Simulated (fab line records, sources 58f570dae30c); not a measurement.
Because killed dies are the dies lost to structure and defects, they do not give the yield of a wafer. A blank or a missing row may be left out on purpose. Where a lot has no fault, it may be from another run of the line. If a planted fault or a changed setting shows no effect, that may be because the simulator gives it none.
Which tool did it? :: flow berkeley-cmos170 :: 7 lots with 21 wafers sampled at 3 steps, on a route of 331 steps

## WHAT EACH GAUGE READ, for each wafer
UCB170_M3_CD_MEAS_90 targets a cd of 700 nm.
lot: L635
measured: day 8 20:17
on: cd-sem-02
cd-nm (nm): 700 700 692

lot: L638
measured: day 9 08:46
on: cd-sem-02
cd-nm (nm): 697 691 690

lot: L640
measured: day 9 16:13
on: cd-sem-02
cd-nm (nm): 693 699 700

lot: L642
measured: day 10 18:51
on: cd-sem-02
cd-nm (nm): 714 716 713

lot: L652
measured: day 12 10:11
on: cd-sem-02
cd-nm (nm): 693 696 694

lot: L657
measured: day 13 14:10
on: cd-sem-01
cd-nm (nm): 699 698 698

lot: L658
measured: day 13 21:00
on: cd-sem-01
cd-nm (nm): 698 696 698

## WHICH TOOL RAN EACH LOT (tool, then ch and the chambers of the sampled wafers, then the start)
lot: L635
UCB170_M3_METAL_ETCH_18: rie-metal-01 ch 0,1, day 8 20:02
UCB170_M3_STRIP_19: plasma-asher-01 ch 0,1, day 8 20:11

lot: L638
UCB170_M3_METAL_ETCH_18: rie-metal-01 ch 0,1, day 9 08:30
UCB170_M3_STRIP_19: plasma-asher-04 ch 0,1, day 9 08:40

lot: L640
UCB170_M3_METAL_ETCH_18: rie-metal-01 ch 0,1, day 9 15:56
UCB170_M3_STRIP_19: plasma-asher-04 ch 0,1, day 9 16:07

lot: L642
UCB170_M3_METAL_ETCH_18: rie-metal-02 ch 0,1, day 10 18:34
UCB170_M3_STRIP_19: plasma-asher-03 ch 0,1, day 10 18:45

lot: L652
UCB170_M3_METAL_ETCH_18: rie-metal-01 ch 0,1, day 12 09:56
UCB170_M3_STRIP_19: plasma-asher-04 ch 0,1, day 12 10:05

lot: L657
UCB170_M3_METAL_ETCH_18: rie-metal-04 ch 0,1, day 13 13:52
UCB170_M3_STRIP_19: plasma-asher-03 ch 0,1, day 13 14:04

lot: L658
UCB170_M3_METAL_ETCH_18: rie-metal-01 ch 0,1, day 13 20:43
UCB170_M3_STRIP_19: plasma-asher-01 ch 0,1, day 13 20:52
- UCB170_M3_METAL_ETCH_18: etches Al in Cl2/BCl3, stops on SiO2, target depth 1170 nm, time 200.3 s.
- UCB170_M3_STRIP_19: strips in O2.

## THE ANSWER, worked out from the rows above alone
Rule: what is usual is taken from the lots themselves. The widest of any qualifying gaps counts: lots, ordered by their means at a reading, are off when they make up no more than a third of the lots, leave a main group of 4 or more, and stand apart from it by 3 or more times the standard deviation of that group's means. Not used: any main group whose means are identical at the precision the tables above print for the reading. A lot without any number at a reading at which 4 lots or more have one is off too. The other lots that the step has rows for count as sound.
Off, at UCB170_M3_CD_MEAS_90 on cd-nm: L642. The main group has a mean of 696 nm with a standard deviation of 2.
If a tool, at a process step before that reading, ran all the lots that are off and no sound lot after the first of them, it fits. The gauges at UCB170_M3_CD_MEAS_90 are tried like those tools. One candidate fits, namely rie-metal-02 at UCB170_M3_METAL_ETCH_18. It ran no sound lot before its first lot that is off in this sample, so the start can't be narrowed down.

## WHAT THE SIMULATOR HAD INSERTED
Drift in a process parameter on rie-metal-02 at UCB170_M3_METAL_ETCH_18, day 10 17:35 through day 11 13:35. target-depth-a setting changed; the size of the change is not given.
Shown lots that were struck: L642. This agrees with what the rule above found.
